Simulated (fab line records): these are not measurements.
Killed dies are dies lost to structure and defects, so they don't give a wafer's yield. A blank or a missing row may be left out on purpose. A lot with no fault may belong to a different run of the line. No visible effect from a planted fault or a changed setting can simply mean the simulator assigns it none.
Problem report, 8D (eight disciplines) form, completed by code | flow berkeleyCmos170 | the parts of the form that need people (team, actions taken, sign-off) are left out

== 1. PROBLEM STATEMENT ==
Wafers free of any fault read 214.7 nm (standard deviation 1.9) for GATE_POLY_THK at UCB170_GATE_THK_MEAS_05, against a mean of 177.8 nm on 9 wafers of 3 lots. That puts it -19 standard deviations away from the usual mean.
First observed at day 7 14:16: wafer L680.1, on filmMetro-04. At this step, 45 wafers from 15 lots have a number in the record. The rule behind "out" and "out of limits": a value lying over 4 standard deviations away from the usual mean. The other wafers with a number count as sound.

== 2. WHAT IT IS, AND WHAT IT ISN'T ==
question                    | is                         | is not
which readings at this step | GATE_POLY_THK              | -
which lots                  | L677, L678, L680           | L670, L671, L672, L673, L675, L683, L685, L687, L689, L690, L691, L693
which wafers of those lots  | all that have a number     | -
read on which gauges        | filmMetro-02, filmMetro-04 | filmMetro-03
when                        | from day 7 14:16           | up to then (15 sound wafers); but 21 sound wafers of L683, L685, L687, L689, L690, L691, L693 came after

== 3. WHAT RULES OUT EACH SUSPECT ==
Counting: any tool at a process step up to the reading is kept as a suspect provided that every lot that is out went through it and no sound lot did after the first of them.
- the gauge at UCB170_GATE_THK_MEAS_05: ruled out. 2 gauges (filmMetro-02, filmMetro-04) read the wafers that are out.
- lpcvd-02 at UCB170_GATE_CVD_04 (deposits poly-Si from SiH4, time 1440 s, target thk 214 nm): kept. All lots that are out passed through it, beginning with L677 at day 7 12:52, and no sound lot followed; its final sound lot before that point was L670 at day 5 19:25.
The count leaves lpcvd-02 at UCB170_GATE_CVD_04.

== 4. THE CAUSE (what the simulator had put in) ==
Site profile drift: lpcvd-02, from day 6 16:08 on, at UCB170_GATE_CVD_04. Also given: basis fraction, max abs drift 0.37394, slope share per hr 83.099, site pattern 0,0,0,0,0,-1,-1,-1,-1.
The count eliminated every tool but this one.

== 5. THE CHAIN OF EFFECTS, in route order ==
Rows list readings where the struck wafers' mean (over those with a number) sits beyond 3 standard deviations from the usual. Readings are gone through only where the record gives a usual standard deviation; hours: the median, over the lots, of the time from a lot's start at the first step in this table giving one to that lot's start at this step; sigmas: the change measured in usual standard deviations.
hours | step                    | reading       | usual      | on struck wafers | change | sigmas
0     | UCB170_GATE_THK_MEAS_05 | GATE_POLY_THK | 214.7 nm   | 177.8            | -36.9  | -19
2     | UCB170_GATE_ETCH_15     | oesProductAu  | 0.835 a.u. | 0.743            | -0.092 | -5.4
Its process steps:
- UCB170_GATE_ETCH_15: etches poly-Si in HBr/Cl2, stops on SiO2, time 56.3 s, target depth 278.2 nm.
Later measuring or inspecting steps at which every struck wafer that the step has a row for has a number for every such reading, and none has moved that far: UCB170_M2_CD_MEAS_90.

== 6. WHAT WOULD HAVE CAUGHT IT SOONER ==
Counted from the fault's start at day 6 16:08, it took 22 hours until the first out-of-limits reading at a measuring or inspecting step in this record, taken at day 7 14:16.
Of the tool readings at UCB170_GATE_CVD_04 for which the record gives a usual standard deviation, none was out on any struck wafer, so an alarm limit of 4 standard deviations on them would not have fired.
Each of the lots that are out, 3 in all, had begun UCB170_GATE_CVD_04 on lpcvd-02 no later than day 7 14:16. None of them would have been spared by holding the tool at that moment.
